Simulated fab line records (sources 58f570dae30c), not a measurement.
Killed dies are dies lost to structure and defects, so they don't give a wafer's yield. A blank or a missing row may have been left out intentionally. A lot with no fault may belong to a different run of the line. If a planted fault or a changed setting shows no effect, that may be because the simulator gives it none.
8D (eight disciplines) problem report, filled in by code | flow berkeley cmos170 | the parts of the form that need people (team, actions taken, sign-off) are left out

1. PROBLEM STATEMENT
Wafers free of any fault read 0.0329 ohm/sq (standard deviation 0.00032) for M2_AL_RS at UCB170_M2_RS_MEAS_02, against a mean of 0.0402 ohm/sq on 2 wafers of 2 lots. That puts it +23 standard deviations away from the usual mean.
The step: measures by four-point-probe.
Earliest sighting: wafer L984.4 on film metro-03 at day 11 17:44. The record holds 42 wafers of 14 lots with a number at this step. By rule, "out" or "out of limits" means more than 4 standard deviations away from the usual mean. All remaining wafers that have a number are taken as sound.

2. WHAT IT IS, WHAT IT ISN'T
question                    | is                | is not
which readings at this step | M2_AL_RS          | -
which lots                  | L984, L985        | L972, L973, L974, L975, L976, L978, L979, L981, L988, L989, L990, L991
which wafers of those lots  | L984.4, L985.2    | L984.2, L984.5, L985.3, L985.5
read on which gauges        | film metro-03     | film metro-01, film metro-02
when                        | from day 11 17:44 | up to then (26 sound wafers); but 14 sound wafers of L985, L988, L989, L990, L991 came after

3. SUSPECTS, AND WHAT RULES EACH OUT
Counting: a tool at a process step up to the reading stays a suspect if it ran every lot that is out. Sound lots after the first of them don't rule it out here, since some wafers of a struck lot are sound.
- ruled out: the gauge at UCB170_M2_RS_MEAS_02. All the wafers that are out were read on film metro-03, but those of them that UCB170_M2_METAL_ETCH_18 has rows for are out there too, on other tools.
- pvd sputter-01 at UCB170_M2_SPUTTER_01 (material Al, target thk 900 nm, time 120 s): kept. It processed each lot that is out (first: L984, day 11 17:38); up to then, its last sound lot is L976 (day 10 07:23).
After counting, what remains is pvd sputter-01 at UCB170_M2_SPUTTER_01.

4. THE CAUSE (what the simulator had put in)
Site profile drift: pvd sputter-01, from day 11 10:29 on, at UCB170_M2_SPUTTER_01. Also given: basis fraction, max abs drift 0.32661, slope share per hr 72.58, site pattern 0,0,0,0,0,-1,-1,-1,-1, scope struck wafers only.
Counting left only this tool.

5. THE EFFECT CHAIN, in route order
Each row: a reading where the mean over the struck wafers with a number is more than 3 standard deviations away from the usual. Only readings whose record carries a usual standard deviation are examined. hours: median over the lots of the time between each lot's start at the first step of this table that gives one and its start at this step. sigmas: the change, counted in usual standard deviations.
hours | step                    | reading        | usual         | on struck wafers | change  | sigmas
0     | UCB170_M2_RS_MEAS_02    | M2_AL_RS       | 0.0329 ohm/sq | 0.0402           | +0.0073 | +23
0     | UCB170_M2_THK_MEAS_03   | M2_AL_THK      | 869 nm        | 742              | -126    | -14
4     | UCB170_M2_METAL_ETCH_18 | oes product au | 0.839 a.u.    | 0.772            | -0.067  | -6.0
Here are the process steps it includes:
- UCB170_M2_METAL_ETCH_18: etches Al in Cl2/BCl3, stops on SiO2, target depth 1170 nm, time 195 s.

6. HOW IT WOULD HAVE BEEN CAUGHT EARLIER
7 hours passed between the start of the fault at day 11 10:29 and the first reading out of limits at a measuring or inspecting step in this record, taken at day 11 17:44.
Tool readings at UCB170_M2_SPUTTER_01 with a usual standard deviation given in the record: none out on any struck wafer, hence no alarm at a limit of 4 standard deviations on them.
Lots out: 2; of these, L985 started UCB170_M2_SPUTTER_01 on pvd sputter-01 after day 11 17:44. It would have been spared by a hold on the tool at that moment.
